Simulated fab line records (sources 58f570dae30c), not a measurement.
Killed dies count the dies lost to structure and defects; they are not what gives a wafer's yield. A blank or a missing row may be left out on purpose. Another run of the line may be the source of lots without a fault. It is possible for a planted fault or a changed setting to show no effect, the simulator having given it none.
Which of the tools did it? -- flow berkeley cmos170 -- Sampling: 13 lots, 39 wafers, 4 of 331 route steps

WHAT THE GAUGES READ, wafer by wafer
UCB170_ACTIVE_OVL_MEAS_14.
lot,measured,on,ACTIVE_OVL (nm)
L808,day 4 12:09,overlay-01,7 3 11
L809,day 4 12:27,overlay-02,3 -2 7
L813,day 5 13:30,overlay-02,0 7 4
L814,day 5 14:03,overlay-02,-13 2 -3
L812,day 5 14:14,overlay-02,5 -4 -1
L811,day 5 14:19,overlay-02,-2 -2 2
L817,day 5 20:51,overlay-02,-6 3 5
L818,day 6 11:28,overlay-01,4 12 11
L819,day 6 11:43,overlay-02,1 5 6
L829,day 8 10:08,overlay-01,10 15 13
L830,day 8 10:32,overlay-01,-3 1 -3
L828,day 8 11:08,overlay-01,12 7 7
L831,day 8 16:33,overlay-02,-11 -9 -3

UCB170_PFIELD_OVL_MEAS_06.
lot,measured,on,PFIELD_OVL (nm)
L808,day 4 13:43,overlay-02,8 15 14
L809,day 4 14:01,overlay-01,1 -3 -5
L813,day 5 15:33,overlay-02,3 -4 12
L814,day 5 16:10,overlay-02,4 7 3
L812,day 5 17:10,overlay-02,11 9 12
L811,day 5 17:01,overlay-02,-6 0 -10
L817,day 6 00:54,overlay-02,5 6 6
L818,day 6 16:56,overlay-01,- - -
L819,day 6 17:04,overlay-01,0 2 4
L829,day 8 13:05,overlay-02,6 8 10
L830,day 8 13:34,overlay-01,-7 0 -2
L828,day 8 14:35,overlay-02,8 21 12
L831,day 8 20:59,overlay-01,3 1 5

UCB170_PFIELD_TW_MEAS_09.
lot,measured,on,PFIELD_TW
L808,day 4 14:00,film metro-03,595 593 596
L809,day 4 14:17,film metro-03,595 592 595
L813,day 5 15:50,film metro-01,596 601 597
L814,day 5 16:28,film metro-03,596 594 599
L812,day 5 17:28,film metro-03,599 599 597
L811,day 5 17:18,film metro-02,610 611 611
L817,day 6 01:11,film metro-03,599 603 600
L818,day 6 17:13,film metro-02,30 30 30
L819,day 6 17:22,film metro-03,604 603 599
L829,day 8 13:23,film metro-03,594 596 596
L830,day 8 13:52,film metro-03,598 594 590
L828,day 8 14:52,film metro-03,599 594 594
L831,day 8 21:16,film metro-03,592 592 595

WHAT TOOL EACH LOT RAN ON (gives the tool, then ch and the chambers of the sampled wafers, and finally the start)
lot,UCB170_PFIELD_EXPOSE_03
L808,"krf scanner-01 ch 0, day 4 13:20"
L809,"krf scanner-02 ch 0, day 4 13:37"
L813,"krf scanner-01 ch 0, day 5 14:57"
L814,"krf scanner-01 ch 0, day 5 15:18"
L812,"krf scanner-01 ch 0, day 5 16:16"
L811,"krf scanner-02 ch 0, day 5 16:02"
L817,"krf scanner-01 ch 0, day 6 00:30"
L818,"krf scanner-01 ch 0, day 6 16:18"
L819,"krf scanner-02 ch 0, day 6 16:38"
L829,"krf scanner-02 ch 0, day 8 11:55"
L830,"krf scanner-02 ch 0, day 8 12:25"
L828,"krf scanner-01 ch 0, day 8 13:17"
L831,"krf scanner-02 ch 0, day 8 20:11"
- UCB170_PFIELD_EXPOSE_03: exposes mask PFIELD, target cd 1500 nm.

WHAT THE TOOLS THEMSELVES READ (means of the sampled wafers that have a number; where no wafer has one, the mark that the record gives instead)
UCB170_PFIELD_EXPOSE_03.
lot,tool,focus offset nm (nm)
L808,krf scanner-01,0.4
L809,krf scanner-02,0.4
L813,krf scanner-01,-0.2
L814,krf scanner-01,-0.2
L812,krf scanner-01,0.0
L811,krf scanner-02,-0.6
L817,krf scanner-01,-0.1
L818,krf scanner-01,-0.2
L819,krf scanner-02,-0.3
L829,krf scanner-02,-0.1
L830,krf scanner-02,-0.5
L828,krf scanner-01,-0.6
L831,krf scanner-02,-0.1

THE ANSWER, worked out from the rows above alone
Rule: the usual values come from the lots themselves. Put in order of their means at a reading, lots are off if they are a third of the lots or fewer, leave a main group of 4 or more, and stand apart from it by a gap of 3 or more times the standard deviation of the main group's means; of several such gaps the widest counts. Not used: any main group whose means are identical at the precision the tables above print for the reading. A lot without any number at a reading at which 4 lots or more have one is off too. Any other lot the step has rows for is counted as sound. First the gauges in route order, then the tools' own readings, where a lot's mean is used as printed above. The first step at which some lot is off is used, and at that step the reading that is off furthest; a lot without a number counts as furthest.
Off: at UCB170_PFIELD_OVL_MEAS_06 (PFIELD_OVL), L818. Without a number there: L818. Main group: mean 4 nm, sd 5.8.
If a tool, at a process step before that reading, ran all the lots that are off and no sound lot after the first of them, it fits. The gauges at UCB170_PFIELD_OVL_MEAS_06 aren't tried: what is off there is off at UCB170_PFIELD_TW_MEAS_09 too, on other tools, and a gauge's error can't cause that. Not one of the candidates tried fits.

WHAT THE SIMULATOR HAD PUT IN
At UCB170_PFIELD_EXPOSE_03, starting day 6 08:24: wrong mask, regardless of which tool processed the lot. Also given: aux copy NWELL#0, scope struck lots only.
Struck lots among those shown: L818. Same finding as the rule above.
